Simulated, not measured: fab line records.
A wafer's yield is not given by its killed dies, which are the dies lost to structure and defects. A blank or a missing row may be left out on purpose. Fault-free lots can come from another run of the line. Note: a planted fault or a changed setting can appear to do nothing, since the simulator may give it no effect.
Which of the tools did it?    flow berkeley cmos170    Sampling: 14 lots, 41 wafers, 3 of 331 route steps

== WHAT THE GAUGES SHOWED, per wafer ==
UCB170_NLDD_TW_MEAS_11.
lot   measured      on             NLDD_TW
L619  day 6 22:45   film metro-01  2203 2196 2190
L620  day 7 10:16   film metro-01  2192 2190 2191
L618  day 7 10:55   film metro-04  2249 2262 2273
L623  day 8 00:11   film metro-04  2263 2268 2272
L622  day 8 00:13   film metro-03  2218 2236
L625  day 8 16:23   film metro-03  2215 2222 2228
L629  day 9 02:22   film metro-04  2253 2251 2252
L627  day 9 02:47   film metro-01  2192 2189 2187
L626  day 9 03:05   film metro-04  2256 2250 2258
L630  day 9 15:17   film metro-01  2184 2176 2172
L636  day 10 12:50  film metro-01  2188 2191 2191
L637  day 11 01:44  film metro-04  2255 2273 2262
L640  day 11 04:07  film metro-03  2229 2240 2233
L639  day 11 04:50  film metro-01  2189 2195 2185

UCB170_CONTACT_CD_MEAS_90: target cd 700 nm.
lot   measured      on         cd nm (nm)
L619  day 7 14:35   cd sem-02  696.9 701.1 699.0
L620  day 8 04:55   cd sem-02  701.5 702.7 702.5
L618  day 8 04:34   cd sem-01  701.8 699.7 699.5
L623  day 8 16:26   cd sem-02  701.4 700.5 700.7
L622  day 8 20:47   cd sem-02  702.3 701.7
L625  day 9 11:47   cd sem-02  699.7 698.6 697.7
L629  day 10 01:37  cd sem-02  699.6 700.4 700.3
L627  day 10 02:04  cd sem-02  698.3 700.4 697.1
L626  day 10 02:20  cd sem-01  697.7 698.3 699.0
L630  day 10 12:01  cd sem-01  701.7 700.8 701.7
L636  day 11 08:47  cd sem-01  701.2 701.3 701.3
L637  day 11 18:58  cd sem-01  701.5 699.3 702.2
L640  day 11 20:51  cd sem-01  701.4 699.1 698.5
L639  day 11 22:47  cd sem-02  699.7 699.3 700.3

== EACH LOT AND THE TOOL THAT RAN IT (in order: tool; ch and the chambers of the sampled wafers; start) ==
lot   UCB170_PSD_STRIP_09
L619  plasma asher-04 ch 0,1, day 7 04:50
L620  plasma asher-01 ch 0,1, day 7 17:50
L618  plasma asher-02 ch 0,1, day 7 18:02
L623  plasma asher-04 ch 0,1, day 8 05:04
L622  plasma asher-04 ch 1, day 8 05:43
L625  plasma asher-01 ch 0,1, day 9 01:05
L629  plasma asher-02 ch 0,1, day 9 13:48
L627  plasma asher-02 ch 0,1, day 9 14:02
L626  plasma asher-01 ch 0,1, day 9 14:16
L630  plasma asher-02 ch 0,1, day 9 23:00
L636  plasma asher-01 ch 0,1, day 10 18:59
L637  plasma asher-04 ch 1, day 11 07:51
L640  plasma asher-01 ch 0,1, day 11 08:29
L639  plasma asher-04 ch 0,1, day 11 12:07
- UCB170_PSD_STRIP_09: strips in O2.

== WHAT THE TOOLS THEMSELVES READ (means of the sampled wafers that have a number; where no wafer has one, the mark that the record gives instead) ==
UCB170_PSD_STRIP_09.
lot   tool             drypump motor current A (A)  oes product au (a.u.)  strip time to endpoint s (s)
L619  plasma asher-04  5.23                         0.601                  29.47
L620  plasma asher-01  5.47                         0.597                  29.42
L618  plasma asher-02  5.44                         0.606                  29.32
L623  plasma asher-04  5.22                         0.599                  29.46
L622  plasma asher-04  4.98                         0.607                  29.45
L625  plasma asher-01  5.47                         0.600                  29.31
L629  plasma asher-02  5.48                         0.599                  29.47
L627  plasma asher-02  5.46                         0.597                  29.53
L626  plasma asher-01  5.47                         0.602                  29.26
L630  plasma asher-02  5.46                         0.596                  29.39
L636  plasma asher-01  5.47                         0.596                  29.33
L637  plasma asher-04  5.01                         0.603                  29.41
L640  plasma asher-01  5.71                         0.599                  29.52
L639  plasma asher-04  5.10                         0.599                  29.46

== THE ANSWER, worked out from the rows above alone ==
Rule: what is usual is taken from the lots themselves. Put in order of their means at a reading, lots are off if they are a third of the lots or fewer, leave a main group of 4 or more, and stand apart from it by a gap of 3 or more times the standard deviation of the main group's means; of several such gaps the widest counts. A main group whose means are all the same, to the digits that the tables above print for the reading, isn't used. Also off: a lot with no number at a reading for which 4 or more lots have one. The other lots that the step has rows for count as sound. Order of review: gauges by route order, followed by the tools' own readings, for which a lot's mean as printed above is used. At the first step where some lot is off, the reading lying furthest off is the one used; lots without a number count as furthest.
Across all readings shown, no lot is off: no conclusion can be drawn from this.

== WHAT THE SIMULATOR HAD INSERTED ==
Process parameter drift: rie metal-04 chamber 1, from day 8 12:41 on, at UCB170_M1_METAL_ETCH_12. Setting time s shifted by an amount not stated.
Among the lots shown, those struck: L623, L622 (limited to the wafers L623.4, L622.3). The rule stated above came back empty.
